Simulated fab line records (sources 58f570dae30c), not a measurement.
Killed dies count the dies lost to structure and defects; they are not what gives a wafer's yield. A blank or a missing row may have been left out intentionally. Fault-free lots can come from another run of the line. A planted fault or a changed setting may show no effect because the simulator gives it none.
Which tool did it? | flow berkeleyCmos170 | Sampling: 14 lots, 42 wafers, 6 of 331 route steps

WHAT THE GAUGES SHOWED, per wafer
UCB170_M1_CD_MEAS_09: target cd 700 nm.
lot  | measured     | on       | cdNm (nm)
L970 | day 8 00:17  | cdSem-02 | 699.9 700.2 699.5
L969 | day 8 00:22  | cdSem-01 | 698.1 698.2 699.4
L968 | day 8 02:14  | cdSem-01 | 699.3 699.3 699.9
L971 | day 8 05:44  | cdSem-01 | 701.0 699.9 701.8
L972 | day 8 06:20  | cdSem-01 | 698.7 700.2 700.3
L976 | day 8 13:58  | cdSem-02 | 701.7 701.1 700.7
L975 | day 8 15:10  | cdSem-01 | 699.4 699.6 699.1
L977 | day 9 11:03  | cdSem-01 | 698.1 697.4 698.2
L980 | day 9 21:08  | cdSem-02 | 698.4 700.0 697.0
L982 | day 10 16:41 | cdSem-02 | 701.4 699.7 701.4
L984 | day 11 00:55 | cdSem-02 | 701.3 699.8 700.2
L988 | day 11 15:35 | cdSem-01 | 701.9 702.9 702.4
L989 | day 11 23:04 | cdSem-01 | 700.5 700.3 699.6
L990 | day 12 06:26 | cdSem-02 | 701.9 702.1 700.8

UCB170_V1_BOW_MEAS_03.
lot  | measured     | on           | V1_BOW (um)
L970 | day 8 03:04  | filmMetro-01 | 14 26 19
L969 | day 8 03:02  | filmMetro-03 | 23 23 20
L968 | day 8 06:26  | filmMetro-04 | 26 15 26
L971 | day 8 12:06  | filmMetro-01 | 19 35 14
L972 | day 8 12:04  | filmMetro-04 | 14 21 10
L976 | day 8 21:16  | filmMetro-04 | 12 22 29
L975 | day 8 21:13  | filmMetro-01 | 17 17 22
L977 | day 9 14:58  | filmMetro-01 | 27 30 20
L980 | day 10 01:14 | filmMetro-03 | 24 15 28
L982 | day 10 20:57 | filmMetro-01 | 16 15 14
L984 | day 11 04:28 | filmMetro-01 | 29 23 18
L988 | day 11 20:35 | filmMetro-04 | 15 25 15
L989 | day 12 04:39 | filmMetro-01 | 14 15 22
L990 | day 12 12:16 | filmMetro-04 | 17 19 20

UCB170_M2_RS_MEAS_02: measurement is done with a four-point probe.
lot  | measured     | on           | M2_AL_RS (ohm/sq)
L970 | day 8 05:38  | filmMetro-01 | 0.03283 0.03257 0.03263
L969 | day 8 05:50  | filmMetro-01 | 0.03252 0.03239 0.03245
L968 | day 8 08:39  | filmMetro-02 | 0.03268 0.03252 0.03255
L971 | day 8 14:58  | filmMetro-01 | 0.03223 0.0321 0.03209
L972 | day 8 15:02  | filmMetro-04 | 0.03299 0.0329 0.03256
L976 | day 8 23:51  | filmMetro-02 | 0.03248 0.03254 0.03296
L975 | day 8 23:58  | filmMetro-01 | 0.03262 0.03263 0.03286
L977 | day 9 17:20  | filmMetro-02 | 0.03263 0.03265 0.03258
L980 | day 10 04:41 | filmMetro-04 | 0.03285 0.03302 0.0329
L982 | day 10 23:34 | filmMetro-01 | 0.0272 0.02721 0.02741
L984 | day 11 07:08 | filmMetro-01 | 0.0271 0.02711 0.0271
L988 | day 11 22:53 | filmMetro-02 | 0.03219 0.03229 0.03226
L989 | day 12 06:53 | filmMetro-01 | 0.03225 0.03212 0.03217
L990 | day 12 15:29 | filmMetro-01 | 0.0326 0.03249 0.03237

UCB170_M2_THK_MEAS_03: measures by xrf.
lot  | measured     | on           | M2_AL_THK (nm)
L970 | day 8 05:43  | filmMetro-01 | 871 867 872
L969 | day 8 05:56  | filmMetro-01 | 876 872 870
L968 | day 8 08:45  | filmMetro-02 | 863 870 867
L971 | day 8 15:04  | filmMetro-01 | 876 875 887
L972 | day 8 15:10  | filmMetro-04 | 865 856 870
L976 | day 8 23:56  | filmMetro-02 | 873 872 856
L975 | day 9 00:05  | filmMetro-01 | 865 867 860
L977 | day 9 17:27  | filmMetro-02 | 867 861 873
L980 | day 10 04:49 | filmMetro-04 | 849 843 856
L982 | day 10 23:40 | filmMetro-01 | 1030 1031 1025
L984 | day 11 07:14 | filmMetro-01 | 1032 1036 1039
L988 | day 11 23:00 | filmMetro-02 | 874 870 879
L989 | day 12 07:00 | filmMetro-01 | 873 884 875
L990 | day 12 15:37 | filmMetro-01 | 869 863 871

EACH LOT AND THE TOOL THAT RAN IT (in order: tool; ch and the chambers of the sampled wafers; start)
lot  | UCB170_CONTACT_STRIP_19             | UCB170_M2_SPUTTER_01
L970 | plasmaAsher-01 ch 0,1, day 7 21:26  | pvdSputter-01, day 8 05:29
L969 | plasmaAsher-01 ch 0,1, day 7 21:40  | pvdSputter-02, day 8 05:43
L968 | plasmaAsher-02 ch 0,1, day 7 23:35  | pvdSputter-03, day 8 08:31
L971 | plasmaAsher-01 ch 0,1, day 8 04:15  | pvdSputter-01, day 8 14:50
L972 | plasmaAsher-03 ch 0,1, day 8 04:44  | pvdSputter-03, day 8 14:58
L976 | plasmaAsher-02 ch 0,1, day 8 11:34  | pvdSputter-03, day 8 23:42
L975 | plasmaAsher-03 ch 0, day 8 12:29    | pvdSputter-02, day 8 23:53
L977 | plasmaAsher-01 ch 1, day 9 09:01    | pvdSputter-03, day 9 17:14
L980 | plasmaAsher-02 ch 0,1, day 9 19:29  | pvdSputter-02, day 10 04:37
L982 | plasmaAsher-02 ch 0,1, day 10 14:52 | pvdSputter-03, day 10 23:26
L984 | plasmaAsher-02 ch 0,1, day 10 22:53 | pvdSputter-03, day 11 07:00
L988 | plasmaAsher-01 ch 0,1, day 11 12:58 | pvdSputter-01, day 11 22:48
L989 | plasmaAsher-02 ch 0,1, day 11 21:34 | pvdSputter-01, day 12 06:48
L990 | plasmaAsher-02 ch 0,1, day 12 03:23 | pvdSputter-02, day 12 15:25
- UCB170_CONTACT_STRIP_19: strips in O2.
- UCB170_M2_SPUTTER_01: material Al, target thk 900 nm, time 120 s.

AS READ BY THE TOOLS THEMSELVES (means over the sampled wafers that have a number; for cases with no such wafer, the mark the record gives instead)
UCB170_CONTACT_STRIP_19.
lot  | tool           | drypumpMotorCurrentA (A) | oesProductAu (a.u.)
L970 | plasmaAsher-01 | 5.50                     | 0.722
L969 | plasmaAsher-01 | 5.43                     | 0.723
L968 | plasmaAsher-02 | 5.56                     | 0.726
L971 | plasmaAsher-01 | 5.44                     | 0.723
L972 | plasmaAsher-03 | 5.87                     | 0.726
L976 | plasmaAsher-02 | 5.57                     | 0.723
L975 | plasmaAsher-03 | 5.67                     | 0.721
L977 | plasmaAsher-01 | 5.55                     | 0.726
L980 | plasmaAsher-02 | 5.52                     | 0.726
L982 | plasmaAsher-02 | 5.52                     | 0.726
L984 | plasmaAsher-02 | 5.50                     | 0.725
L988 | plasmaAsher-01 | 5.45                     | 0.722
L989 | plasmaAsher-02 | 5.56                     | 0.725
L990 | plasmaAsher-02 | 5.56                     | 0.723

UCB170_M2_SPUTTER_01.
lot  | tool          | chamberPressurePa (Pa) | throttleValvePct (%)
L970 | pvdSputter-01 | 0.4996                 | 30.1
L969 | pvdSputter-02 | 0.4997                 | 30.7
L968 | pvdSputter-03 | 0.5002                 | 30.6
L971 | pvdSputter-01 | 0.4994                 | 30.4
L972 | pvdSputter-03 | 0.4994                 | 29.7
L976 | pvdSputter-03 | 0.4993                 | 30.4
L975 | pvdSputter-02 | 0.4996                 | 30.4
L977 | pvdSputter-03 | 0.4995                 | 30.0
L980 | pvdSputter-02 | 0.4988                 | 30.0
L982 | pvdSputter-03 | 0.5001                 | 30.1
L984 | pvdSputter-03 | 0.5003                 | 29.8
L988 | pvdSputter-01 | 0.5007                 | 29.9
L989 | pvdSputter-01 | 0.5002                 | 30.2
L990 | pvdSputter-02 | 0.5018                 | 30.1

THE ANSWER, worked out from the rows above alone
Rule: the usual values come from the lots themselves. Put in order of their means at a reading, lots are off if they are a third of the lots or fewer, leave a main group of 4 or more, and stand apart from it by a gap of 3 or more times the standard deviation of the main group's means; of several such gaps the widest counts. A main group whose means are all the same, to the digits that the tables above print for the reading, isn't used. A lot without any number at a reading at which 4 lots or more have one is off too. Any other lot the step has rows for is counted as sound. First the gauges in route order, then the tools' own readings, where a lot's mean is used as printed above. At the first step where some lot is off, the reading lying furthest off is the one used; lots without a number count as furthest.
Off: L982, L984, seen at UCB170_M2_RS_MEAS_02 (M2_AL_RS). Mean 0.03254 ohm/sq and standard deviation 0.00024 in the main group.
A tool fits if, at a process step before that reading, it ran every lot that is off, and no sound lot after the first of them. The gauges at UCB170_M2_RS_MEAS_02 are tried like those tools. One candidate fits, namely pvdSputter-03 at UCB170_M2_SPUTTER_01. Its last sound lot is L977 (day 9 17:14), its first lot that is off L982 (day 10 23:26): a fault that began between those two fits.

WHAT THE SIMULATOR HAD PUT IN
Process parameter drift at UCB170_M2_SPUTTER_01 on pvdSputter-03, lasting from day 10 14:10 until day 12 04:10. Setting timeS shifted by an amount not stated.
Shown lots that were struck: L982, L984. This agrees with what the rule above found.
